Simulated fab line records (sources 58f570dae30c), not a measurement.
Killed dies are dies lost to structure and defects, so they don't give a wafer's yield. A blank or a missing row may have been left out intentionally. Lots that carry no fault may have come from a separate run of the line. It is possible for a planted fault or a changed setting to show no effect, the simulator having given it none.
A lot that was struck, set against a sound lot | flow berkeley_cmos170 | 15 out of 331 route steps
Sound: the wafers L941.1, L941.2, L941.4. Wafers struck: L942.2, L942.4, L942.5. At the end, the cause is stated.
Each step with rows lists, per side, the tool, then ch with its chambers, then its first start. Under that, the readings that differ: sound wafers | struck wafers | difference of the means | sigmas: that difference in standard deviations of wafers without a fault.
alike: same words and numbers on both sides, and readings whose means sit less than 2 such deviations apart. not compared: any withheld reading, any reading some wafer has no value for, any bound like >300 that may hide the same value, and any number with overlapping values for which the record gives no deviation.
A row with sigmas, a row that says differs or no value, or rows on one side alone: a step with any of these is where the two part. Non-overlapping numbers with no deviation appear without sigmas and do not part them. A reading missing from all wafers of one side parts the sides only when that side holds two or more wafers.

UCB170_V1_CMP_02: polishes SiO2.
  sound on cmp-01 ch 0,2,3, day 8 01:19; struck on cmp-01 ch 2,3, day 8 13:10
  alike: motor_current_A
UCB170_V1_BOW_MEAS_03:
  sound on film_metro-01 at day 8 01:37; struck on film_metro-04 at day 8 13:29
  alike: V1_BOW
UCB170_V1_THK_MEAS_04:
  sound on film_metro-01 at day 8 01:44; struck on film_metro-04 at day 8 13:36
  alike: V1_POLISHED_THK
then, 7 steps without rows for these wafers: UCB170_V1_CLEAN_05 (cleans in DIW); UCB170_V1_HMDS_06 (prime time 60 s); UCB170_V1_COAT_07 (resist thk 900 nm); UCB170_V1_SOFTBAKE_08 (time 60 s); UCB170_V1_EXPOSE_09 (exposes mask VIA1, target cd 700 nm); UCB170_V1_PEB_10; UCB170_V1_DEVELOP_11 (develop time 45 s).
UCB170_V1_CD_MEAS_12 targets a cd of 700 nm.
  sound on cd_sem-02 at day 8 04:11; struck on cd_sem-02 at day 8 14:50
  alike: cd_nm
UCB170_V1_OVL_MEAS_13:
  sound on overlay-01 at day 8 04:20; struck on overlay-01 at day 8 14:57
  alike: V1_OVL
UCB170_V1_ETCH_14: etches SiO2 in CHF3/CF4/Ar, stops on Al, target depth 1250 nm, time 291 s.
  sound on rie_diel-03 ch 0,2,3, day 8 04:22; struck on rie_diel-02 ch 0,1,3, day 8 14:59
  reading                             | sound             | struck            | difference | sigmas
  oes_product_au (a.u.)               | 0.883 0.847 0.864 | 0.729 0.737 0.724 | -0.135     | -11
  model.V1.feature_depth_nm (nm)      | 998.6 1000 998.7  | 682.8 693 690.4   | -310.4     |
  model.etch.depth_nm (nm)            | 998.6 1000 998.7  | 682.8 693 690.4   | -310.4     |
  model.KrF_of_V1_COAT_07.thk_nm (nm) | 613.2 608.3 607.5 | 733.7 731.3 732.6 | +122.9     |
  alike: drypump_motor_current_A, throttle_valve_pct
  not compared: rf_hours_counter_h
UCB170_V1_STRIP_15: strips in O2.
  sound on plasma_asher-01 ch 0,1, day 8 04:33; struck on plasma_asher-04 ch 0,1, day 8 15:10
  reading                      | sound             | struck            | difference | sigmas
  strip_time_to_endpoint_s (s) | 15.38 15.27 15.24 | 18.20 18.15 18.18 | +2.88      | +31
  alike: drypump_motor_current_A, oes_product_au
  not compared: rf_hours_counter_h
UCB170_V1_CD_MEAS_90 targets a cd of 700 nm.
  sound on cd_sem-01 at day 8 04:39; struck on cd_sem-01 at day 8 15:17
  reading    | sound             | struck            | difference | sigmas
  cd_nm (nm) | 701.0 702.0 700.7 | 696.9 696.1 696.4 | -4.8       | -3

== WHERE THEY PART ==
At UCB170_V1_ETCH_14 first; at UCB170_V1_CD_MEAS_90 last (within this record only).

WHY: whatever the simulator had introduced
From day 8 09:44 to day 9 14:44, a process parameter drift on rie_diel-02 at UCB170_V1_ETCH_14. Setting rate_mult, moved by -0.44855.
